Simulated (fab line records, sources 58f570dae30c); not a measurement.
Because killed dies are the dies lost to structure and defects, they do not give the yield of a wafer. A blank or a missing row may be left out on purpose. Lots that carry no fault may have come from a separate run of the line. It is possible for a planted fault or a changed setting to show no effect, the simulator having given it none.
The tool behind it: which one? :: flow berkeley_cmos170 :: 42 wafers from 14 lots sampled at 5 of the route's 331 steps

WHAT THE GAUGES READ, wafer by wafer
UCB170_WELLDRIVE_THK_MEAS_02. Usual: for WELLDRIVE_OXIDE_THK the level is 199.4 nm and the standard deviation is 2.9.
lot: L465
measured: day 4 00:17
on: film_metro-02
WELLDRIVE_OXIDE_THK (nm): 195.1 195.5 196.5
flag: 

lot: L467
measured: day 4 16:59
on: film_metro-01
WELLDRIVE_OXIDE_THK (nm): 200.0 203.9 203.1
flag: 

lot: L468
measured: day 4 16:59
on: film_metro-02
WELLDRIVE_OXIDE_THK (nm): 199.5 200.2 204.5
flag: 

lot: L469
measured: day 4 17:02
on: film_metro-01
WELLDRIVE_OXIDE_THK (nm): 202.7 200.4 204.6
flag: 

lot: L471
measured: day 5 04:31
on: film_metro-02
WELLDRIVE_OXIDE_THK (nm): 200.2 199.3 198.8
flag: 

lot: L474
measured: day 5 18:56
on: film_metro-01
WELLDRIVE_OXIDE_THK (nm): 198.4 198.8 199.2
flag: 

lot: L473
measured: day 5 19:00
on: film_metro-03
WELLDRIVE_OXIDE_THK (nm): 202.4 203.1 204.5
flag: 

lot: L475
measured: day 5 23:42
on: film_metro-02
WELLDRIVE_OXIDE_THK (nm): 204.1 198.9 199.9
flag: 

lot: L477
measured: day 6 08:10
on: film_metro-01
WELLDRIVE_OXIDE_THK (nm): 198.5 196.8 197.6
flag: 

lot: L480
measured: day 7 08:32
on: film_metro-03
WELLDRIVE_OXIDE_THK (nm): 198.4 199.1 198.3
flag: 

lot: L482
measured: day 7 12:02
on: film_metro-01
WELLDRIVE_OXIDE_THK (nm): 198.7 199.6 197.4
flag: 

lot: L486
measured: day 8 07:36
on: film_metro-03
WELLDRIVE_OXIDE_THK (nm): 202.9 202.2 205.9
flag: 

lot: L485
measured: day 8 07:37
on: film_metro-01
WELLDRIVE_OXIDE_THK (nm): 204.3 201.8 202.6
flag: 

lot: L487
measured: day 8 20:01
on: film_metro-01
WELLDRIVE_OXIDE_THK (nm): 195.1 202.6 199.9
flag: 

UCB170_FIELD_THK_MEAS_90. Usual: for FIELD_OXIDE_LEFT_1_THK the level is 442 nm and the standard deviation is 9.
lot: L465
measured: day 5 13:10
on: film_metro-04
FIELD_OXIDE_LEFT_1_THK (nm): 421 417 418
flag: 

lot: L467
measured: day 6 07:11
on: film_metro-03
FIELD_OXIDE_LEFT_1_THK (nm): 438 428 439
flag: 

lot: L468
measured: day 6 07:11
on: film_metro-02
FIELD_OXIDE_LEFT_1_THK (nm): 425 431 443
flag: 

lot: L469
measured: day 6 07:11
on: film_metro-04
FIELD_OXIDE_LEFT_1_THK (nm): 455 454 445
flag: 

lot: L471
measured: day 6 21:07
on: film_metro-04
FIELD_OXIDE_LEFT_1_THK (nm): 440 438 434
flag: 

lot: L474
measured: day 7 17:49
on: film_metro-04
FIELD_OXIDE_LEFT_1_THK (nm): 437 440 436
flag: 

lot: L473
measured: day 7 17:45
on: film_metro-04
FIELD_OXIDE_LEFT_1_THK (nm): 451 446 442
flag: 

lot: L475
measured: day 7 17:46
on: film_metro-02
FIELD_OXIDE_LEFT_1_THK (nm): 452 444 444
flag: 

lot: L477
measured: day 8 00:55
on: film_metro-03
FIELD_OXIDE_LEFT_1_THK (nm): 453 449 440
flag: 

lot: L480
measured: day 8 19:22
on: film_metro-04
FIELD_OXIDE_LEFT_1_THK (nm): 439 440 435
flag: 

lot: L482
measured: day 8 19:22
on: film_metro-02
FIELD_OXIDE_LEFT_1_THK (nm): 446 441 445
flag: 

lot: L486
measured: day 9 20:43
on: film_metro-02
FIELD_OXIDE_LEFT_1_THK (nm): 449 445 448
flag: 

lot: L485
measured: day 9 20:44
on: film_metro-03
FIELD_OXIDE_LEFT_1_THK (nm): 433 436 434
flag: 

lot: L487
measured: day 10 09:39
on: film_metro-03
FIELD_OXIDE_LEFT_1_THK (nm): 431 427 437
flag: 

UCB170_GATE_CD_MEAS_12 targets a cd of 350 nm. Usual: 350.4 nm for cd_nm, sd 1.3.
lot: L465
measured: day 7 02:33
on: cd_sem-01
cd_nm (nm): 352.1 353.5 352.2
flag: 

lot: L467
measured: day 7 22:45
on: cd_sem-01
cd_nm (nm): 351.6 350.4 351.5
flag: 

lot: L468
measured: day 7 22:26
on: cd_sem-01
cd_nm (nm): 349.0 349.4 349.3
flag: 

lot: L469
measured: day 7 22:43
on: cd_sem-02
cd_nm (nm): 352.1 351.3 351.6
flag: 

lot: L471
measured: day 8 05:32
on: cd_sem-01
cd_nm (nm): 350.1 350.7 351.7
flag: 

lot: L474
measured: day 8 22:46
on: cd_sem-01
cd_nm (nm): 350.4 351.3 350.7
flag: 

lot: L473
measured: day 8 23:04
on: cd_sem-02
cd_nm (nm): 350.1 349.9 350.0
flag: 

lot: L475
measured: day 8 22:26
on: cd_sem-02
cd_nm (nm): 351.3 351.8 351.2
flag: 

lot: L477
measured: day 9 05:50
on: cd_sem-01
cd_nm (nm): 351.9 350.6 350.5
flag: 

lot: L480
measured: day 10 07:53
on: cd_sem-02
cd_nm (nm): 350.6 350.7 351.4
flag: 

lot: L482
measured: day 10 08:01
on: cd_sem-01
cd_nm (nm): 350.2 349.6 349.8
flag: 

lot: L486
measured: day 11 10:29
on: cd_sem-02
cd_nm (nm): 351.4 351.2 349.0
flag: 

lot: L485
measured: day 11 09:08
on: cd_sem-02
cd_nm (nm): 349.6 349.0 349.2
flag: 

lot: L487
measured: day 11 20:38
on: cd_sem-02
cd_nm (nm): 348.9 350.0 348.4
flag: 

UCB170_V2_CD_MEAS_12 targets a cd of 700 nm. Usual: 699.8 nm for cd_nm, sd 1.1.
lot: L465
measured: day 8 16:13
on: cd_sem-02
cd_nm (nm): 697.9 698.8 698.5
flag: 

lot: L467
measured: day 9 11:55
on: cd_sem-02
cd_nm (nm): 699.0 697.5 698.2
flag: 

lot: L468
measured: day 9 10:22
on: cd_sem-02
cd_nm (nm): 701.5 701.3 701.9
flag: 

lot: L469
measured: day 9 09:38
on: cd_sem-01
cd_nm (nm): 700.2 700.8 700.3
flag: 

lot: L471
measured: day 9 17:20
on: cd_sem-01
cd_nm (nm): 698.9 699.6 699.4
flag: 

lot: L474
measured: day 10 10:43
on: cd_sem-01
cd_nm (nm): 700.4 701.0 701.6
flag: 

lot: L473
measured: day 10 10:50
on: cd_sem-01
cd_nm (nm): 702.3 700.7 700.4
flag: 

lot: L475
measured: day 10 04:18
on: cd_sem-01
cd_nm (nm): 700.6 700.2 698.8
flag: 

lot: L477
measured: day 10 15:53
on: cd_sem-01
cd_nm (nm): 699.3 699.5 698.5
flag: 

lot: L480
measured: day 11 18:35
on: cd_sem-01
cd_nm (nm): 747.9 747.8 749.8
flag: OFF

lot: L482
measured: day 11 21:37
on: cd_sem-02
cd_nm (nm): 738.7 738.5 738.8
flag: OFF

lot: L486
measured: day 12 23:19
on: cd_sem-02
cd_nm (nm): 701.8 700.6 700.8
flag: 

lot: L485
measured: day 12 23:07
on: cd_sem-02
cd_nm (nm): 698.9 697.9 699.9
flag: 

lot: L487
measured: day 13 08:35
on: cd_sem-01
cd_nm (nm): 699.9 699.2 700.4
flag: 

EACH LOT AND THE TOOL THAT RAN IT (in order: tool; ch and the chambers of the sampled wafers; start)
lot: L465
UCB170_V2_PEB_10: litho_track-03 ch 0, day 8 15:56

lot: L467
UCB170_V2_PEB_10: litho_track-03 ch 0, day 9 11:38

lot: L468
UCB170_V2_PEB_10: litho_track-02 ch 0, day 9 10:05

lot: L469
UCB170_V2_PEB_10: litho_track-04 ch 0, day 9 09:22

lot: L471
UCB170_V2_PEB_10: litho_track-02 ch 0, day 9 17:04

lot: L474
UCB170_V2_PEB_10: litho_track-03 ch 0, day 10 10:26

lot: L473
UCB170_V2_PEB_10: litho_track-02 ch 0, day 10 10:34

lot: L475
UCB170_V2_PEB_10: litho_track-03 ch 0, day 10 04:02

lot: L477
UCB170_V2_PEB_10: litho_track-02 ch 0, day 10 15:37

lot: L480
UCB170_V2_PEB_10: litho_track-03 ch 0, day 11 18:19

lot: L482
UCB170_V2_PEB_10: litho_track-03 ch 0, day 11 21:21

lot: L486
UCB170_V2_PEB_10: litho_track-02 ch 0, day 12 23:01

lot: L485
UCB170_V2_PEB_10: litho_track-02 ch 0, day 12 22:47

lot: L487
UCB170_V2_PEB_10: litho_track-02 ch 0, day 13 08:19
- UCB170_V2_PEB_10

AS READ BY THE TOOLS THEMSELVES (means over the sampled wafers that have a number; for cases with no such wafer, the mark the record gives instead)
UCB170_V2_PEB_10. Usual: chill_plate_temp_C 23.00 C, standard deviation 0.1; heater_power_total_W 56.80 W, standard deviation 0.047; plate_temp_C 130.02 C, standard deviation 0.15.
lot: L465
tool: litho_track-03
chill_plate_temp_C (C): 23.10
heater_power_total_W (W): 56.80
plate_temp_C (C): 129.94
flag: 

lot: L467
tool: litho_track-03
chill_plate_temp_C (C): 23.08
heater_power_total_W (W): 56.77
plate_temp_C (C): 130.06
flag: 

lot: L468
tool: litho_track-02
chill_plate_temp_C (C): 22.91
heater_power_total_W (W): 56.80
plate_temp_C (C): 130.15
flag: 

lot: L469
tool: litho_track-04
chill_plate_temp_C (C): 23.03
heater_power_total_W (W): 56.86
plate_temp_C (C): 129.94
flag: 

lot: L471
tool: litho_track-02
chill_plate_temp_C (C): 23.10
heater_power_total_W (W): 56.76
plate_temp_C (C): 130.13
flag: 

lot: L474
tool: litho_track-03
chill_plate_temp_C (C): 23.13
heater_power_total_W (W): 56.83
plate_temp_C (C): 130.07
flag: 

lot: L473
tool: litho_track-02
chill_plate_temp_C (C): 22.95
heater_power_total_W (W): 56.75
plate_temp_C (C): 130.06
flag: 

lot: L475
tool: litho_track-03
chill_plate_temp_C (C): 23.06
heater_power_total_W (W): 56.76
plate_temp_C (C): 130.00
flag: 

lot: L477
tool: litho_track-02
chill_plate_temp_C (C): 23.01
heater_power_total_W (W): 56.85
plate_temp_C (C): 129.91
flag: 

lot: L480
tool: litho_track-03
chill_plate_temp_C (C): 23.05
heater_power_total_W (W): 63.84
plate_temp_C (C): 142.26
flag: OFF

lot: L482
tool: litho_track-03
chill_plate_temp_C (C): 22.90
heater_power_total_W (W): 63.89
plate_temp_C (C): 142.23
flag: OFF

lot: L486
tool: litho_track-02
chill_plate_temp_C (C): 22.98
heater_power_total_W (W): 56.77
plate_temp_C (C): 130.08
flag: 

lot: L485
tool: litho_track-02
chill_plate_temp_C (C): 22.96
heater_power_total_W (W): 56.77
plate_temp_C (C): 129.89
flag: 

lot: L487
tool: litho_track-02
chill_plate_temp_C (C): 22.95
heater_power_total_W (W): 56.82
plate_temp_C (C): 130.12
flag: 

THE ANSWER, worked out from the rows above alone
Rule: lot off if the mean of its wafers having a number is beyond 3 standard deviations from the usual mean. Also off: a lot with no number at a reading for which 4 or more lots have one. Any other lot the step has rows for is counted as sound. Order of review: gauges by route order, followed by the tools' own readings, for which a lot's mean as printed above is used. At the first step where some lot is off, the reading lying furthest off is the one used; lots without a number count as furthest.
Off, at UCB170_V2_CD_MEAS_12 on cd_nm: L480, L482.
If a tool, at a process step before that reading, ran all the lots that are off and no sound lot after the first of them, it fits. The gauges at UCB170_V2_CD_MEAS_12 aren't tried: what is off there is off at UCB170_V2_PEB_10 too, on other tools, and a gauge's error can't cause that. One fits: litho_track-03 at UCB170_V2_PEB_10. Its last sound lot is L474 (day 10 10:26), its first lot that is off L480 (day 11 18:19): a fault that began between those two fits.
The tool's own readings at UCB170_V2_PEB_10 bear it out: on the lots that are off they differ by more than 5 times the standard deviation of the sound lots' means. heater_power_total_W reads 63.87 W there against 56.80 W on the sound lots; plate_temp_C reads 142.25 C there against 130.03 C on the sound lots.

WHAT THE SIMULATOR PUT IN
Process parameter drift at UCB170_V2_PEB_10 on litho_track-03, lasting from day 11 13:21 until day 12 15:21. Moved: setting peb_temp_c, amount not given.
Lots struck among those shown: L480, L482. This agrees with what the rule above found.
